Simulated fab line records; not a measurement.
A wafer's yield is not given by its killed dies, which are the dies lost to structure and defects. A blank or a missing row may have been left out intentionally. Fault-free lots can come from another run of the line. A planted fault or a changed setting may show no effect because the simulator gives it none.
Which tool was responsible? + flow ritCmos + Sampling: 14 lots, 42 wafers, 2 of 202 route steps

WHAT THE GAUGES READ, wafer by wafer
No reading from a measuring or inspecting step in the record can be judged against a usual standard deviation.

WHAT TOOL EACH LOT RAN ON (gives the tool, then ch and the chambers of the sampled wafers, and finally the start)
| lot  | RIT_NLDD_HARDBAKE_07            | RIT_M1_PROBE_99        |
|------|---------------------------------|------------------------|
| L920 | lithoTrack-03 ch 0, day 3 02:34 | prober-02, day 3 18:11 |
| L921 | lithoTrack-03 ch 0, day 3 03:42 | prober-01, day 3 20:40 |
| L922 | lithoTrack-03 ch 0, day 3 08:40 | prober-02, day 4 00:22 |
| L925 | lithoTrack-03 ch 0, day 3 20:28 | prober-01, day 4 13:06 |
| L926 | lithoTrack-02 ch 0, day 4 00:20 | prober-02, day 4 15:44 |
| L933 | lithoTrack-02 ch 0, day 5 09:48 | prober-01, day 6 01:37 |
| L934 | lithoTrack-02 ch 0, day 5 14:37 | prober-02, day 6 08:08 |
| L936 | lithoTrack-01 ch 0, day 6 01:49 | prober-02, day 6 17:08 |
| L937 | lithoTrack-01 ch 0, day 6 05:46 | prober-01, day 6 21:19 |
| L938 | lithoTrack-02 ch 0, day 6 11:35 | prober-02, day 7 02:44 |
| L940 | lithoTrack-01 ch 0, day 6 20:44 | prober-02, day 7 12:44 |
| L941 | lithoTrack-01 ch 0, day 7 03:08 | prober-01, day 7 18:24 |
| L942 | lithoTrack-01 ch 0, day 7 07:05 | prober-02, day 7 22:49 |
| L943 | lithoTrack-02 ch 0, day 7 12:41 | prober-01, day 8 05:39 |
- RIT_NLDD_HARDBAKE_07: time 60 s.
- RIT_M1_PROBE_99

WHAT THE TOOLS THEMSELVES READ (means of the sampled wafers that have a number; where no wafer has one, the mark that the record gives instead)
RIT_NLDD_HARDBAKE_07. Usual: exhaustPa 44.7 Pa, standard deviation 0.88; heaterPowerTotalW 62.55 W, standard deviation 0.051; plateTempC 139.97 C, standard deviation 0.13.
| lot  | tool          | exhaustPa (Pa) | heaterPowerTotalW (W) | plateTempC (C) | flag |
|------|---------------|----------------|-----------------------|----------------|------|
| L920 | lithoTrack-03 | 44.8           | 62.59                 | 140.06         |      |
| L921 | lithoTrack-03 | 44.9           | 62.54                 | 139.88         |      |
| L922 | lithoTrack-03 | 44.3           | 67.69                 | 148.80         | OFF  |
| L925 | lithoTrack-03 | 44.5           | 67.64                 | 148.68         | OFF  |
| L926 | lithoTrack-02 | 44.7           | 62.55                 | 140.04         |      |
| L933 | lithoTrack-02 | 44.9           | 62.50                 | 139.89         |      |
| L934 | lithoTrack-02 | 44.7           | 62.56                 | 139.88         |      |
| L936 | lithoTrack-01 | 44.9           | 62.57                 | 139.94         |      |
| L937 | lithoTrack-01 | 44.8           | 62.58                 | 140.07         |      |
| L938 | lithoTrack-02 | 44.3           | 62.53                 | 139.87         |      |
| L940 | lithoTrack-01 | 44.5           | 62.53                 | 139.83         |      |
| L941 | lithoTrack-01 | 45.8           | 62.56                 | 140.00         |      |
| L942 | lithoTrack-01 | 44.6           | 62.54                 | 139.99         |      |
| L943 | lithoTrack-02 | 43.9           | 62.58                 | 139.87         |      |

RIT_M1_PROBE_99. Usual: killedAtContacts 0.0, standard deviation 0.22; killedAtFrontEnd 7, standard deviation 3.2; killedDies 7, standard deviation 3.2; killedOnRim 1.7, standard deviation 1.3; killedOpen 3.2, standard deviation 2.1; killedShort 3.5, standard deviation 2.2.
| lot  | tool      | killedAtContacts | killedAtFrontEnd | killedDies | killedOnRim | killedOpen | killedShort | flag |
|------|-----------|------------------|------------------|------------|-------------|------------|-------------|------|
| L920 | prober-02 | 0.0              | 10               | 10         | 2.7         | 6.0        | 4.0         |      |
| L921 | prober-01 | 0.0              | 8                | 8          | 2.5         | 6.0        | 1.5         |      |
| L922 | prober-02 | 0.0              | 6                | 6          | 1.7         | 2.0        | 4.0         |      |
| L925 | prober-01 | 0.0              | 5                | 5          | 0.7         | 2.3        | 3.0         |      |
| L926 | prober-02 | 0.0              | 6                | 6          | 1.0         | 2.3        | 3.7         |      |
| L933 | prober-01 | 0.0              | 7                | 7          | 2.7         | 3.3        | 3.7         |      |
| L934 | prober-02 | 0.3              | 10               | 11         | 2.7         | 6.7        | 4.0         |      |
| L936 | prober-02 | 0.0              | 6                | 6          | 3.0         | 2.3        | 3.3         |      |
| L937 | prober-01 | 0.3              | 7                | 7          | 2.7         | 3.0        | 4.3         |      |
| L938 | prober-02 | 0.3              | 3                | 4          | 0.3         | 1.0        | 2.7         |      |
| L940 | prober-02 | 0.0              | 6                | 6          | 1.0         | 3.7        | 2.3         |      |
| L941 | prober-01 | 0.0              | 5                | 5          | 0.7         | 3.0        | 1.7         |      |
| L942 | prober-02 | 0.0              | 4                | 4          | 0.7         | 3.0        | 1.3         |      |
| L943 | prober-01 | 0.0              | 11               | 11         | 3.0         | 4.0        | 6.5         |      |

THE ANSWER, worked out from the rows above alone
Rule: take the mean of a lot's wafers that have a number; if it is more than 3 standard deviations from the usual mean, the lot is off. Also off: a lot with no number at a reading for which 4 or more lots have one. Where the step has rows for the other lots, those lots are counted as sound. Order of review: gauges by route order, followed by the tools' own readings, for which a lot's mean as printed above is used. At the first step where some lot is off, the reading lying furthest off is the one used; lots without a number count as furthest.
Off: L922, L925, at RIT_NLDD_HARDBAKE_07 (heaterPowerTotalW).
If a tool, at that step or one of the process steps before it, ran each lot that is off and ran no sound lot following the first of them, it fits. One fits: lithoTrack-03 at RIT_NLDD_HARDBAKE_07. A fault onset in the window from L921 (day 3 03:42, its last sound lot) to L922 (day 3 08:40, its first lot off) fits.
The tool's own readings at RIT_NLDD_HARDBAKE_07 bear it out: on the lots that are off they differ by more than 5 times the standard deviation of the sound lots' means. heaterPowerTotalW reads 67.66 W there against 62.55 W on the sound lots; plateTempC reads 148.74 C there against 139.94 C on the sound lots.

WHAT THE SIMULATOR PUT IN
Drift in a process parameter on lithoTrack-03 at RIT_NLDD_HARDBAKE_07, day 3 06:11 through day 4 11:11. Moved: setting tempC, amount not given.
Struck lots among those shown: L922, L925. The rule above found the same.
